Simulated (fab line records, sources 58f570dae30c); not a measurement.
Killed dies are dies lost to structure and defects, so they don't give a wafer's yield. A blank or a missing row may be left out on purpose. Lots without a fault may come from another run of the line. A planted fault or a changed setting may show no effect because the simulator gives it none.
Which tool did it? | flow berkeley_cmos170 | 6 lots, 18 wafers sampled, at 3 steps of a route of 331

WHAT THE GAUGES READ, wafer by wafer
UCB170_M2_RS_MEAS_02: measures by four-point-probe.
lot  | measured     | on            | M2_AL_RS (ohm/sq)
L676 | day 8 12:56  | film_metro-01 | 0.0319 0.0325 0.0324
L681 | day 10 02:16 | film_metro-04 | 0.0411 0.0401 0.0410 0.0412 0.0401 0.0410
L686 | day 11 10:03 | film_metro-01 | 0.0322 0.0322 0.0318
L692 | day 12 12:44 | film_metro-01 | 0.0318 0.0316 0.0317
L690 | day 12 17:07 | film_metro-03 | 0.0325 0.0329 0.0323
L695 | day 13 05:59 | film_metro-04 | 0.0316 0.0321 0.0321

WHICH TOOL RAN EACH LOT (tool, then ch and the chambers of the sampled wafers, then the start)
lot  | UCB170_V1_STRIP_15                   | UCB170_M2_SPUTTER_01
L676 | plasma_asher-03 ch 0,1, day 8 12:34  | pvd_sputter-01, day 8 12:50
L681 | plasma_asher-01 ch 0,1, day 10 01:53 | pvd_sputter-01, day 10 02:10
L686 | plasma_asher-03 ch 0,1, day 11 09:37 | pvd_sputter-03, day 11 09:55
L692 | plasma_asher-01 ch 0,1, day 12 12:22 | pvd_sputter-02, day 12 12:39
L690 | plasma_asher-03 ch 0,1, day 12 16:44 | pvd_sputter-03, day 12 17:02
L695 | plasma_asher-01 ch 0, day 13 05:37   | pvd_sputter-01, day 13 05:55
- UCB170_V1_STRIP_15: strips in O2.
- UCB170_M2_SPUTTER_01: material Al, target thk 900 nm, time 120 s.

THE ANSWER, worked out from the rows above alone
Rule: what is usual is taken from the lots themselves. Put in order of their means at a reading, lots are off if they are a third of the lots or fewer, leave a main group of 4 or more, and stand apart from it by a gap of 3 or more times the standard deviation of the main group's means; of several such gaps the widest counts. A main group whose means are all the same, to the digits that the tables above print for the reading, isn't used. A lot without any number at a reading at which 4 lots or more have one is off too. The other lots that the step has rows for count as sound.
Off: L681, at UCB170_M2_RS_MEAS_02 (M2_AL_RS). The main group: mean 0.0321 ohm/sq, standard deviation 0.00029.
A tool fits if, at a process step before that reading, it ran every lot that is off, and no sound lot after the first of them. The gauges at UCB170_M2_RS_MEAS_02 are tried like those tools. None of those tried fits.

WHAT THE SIMULATOR HAD PUT IN
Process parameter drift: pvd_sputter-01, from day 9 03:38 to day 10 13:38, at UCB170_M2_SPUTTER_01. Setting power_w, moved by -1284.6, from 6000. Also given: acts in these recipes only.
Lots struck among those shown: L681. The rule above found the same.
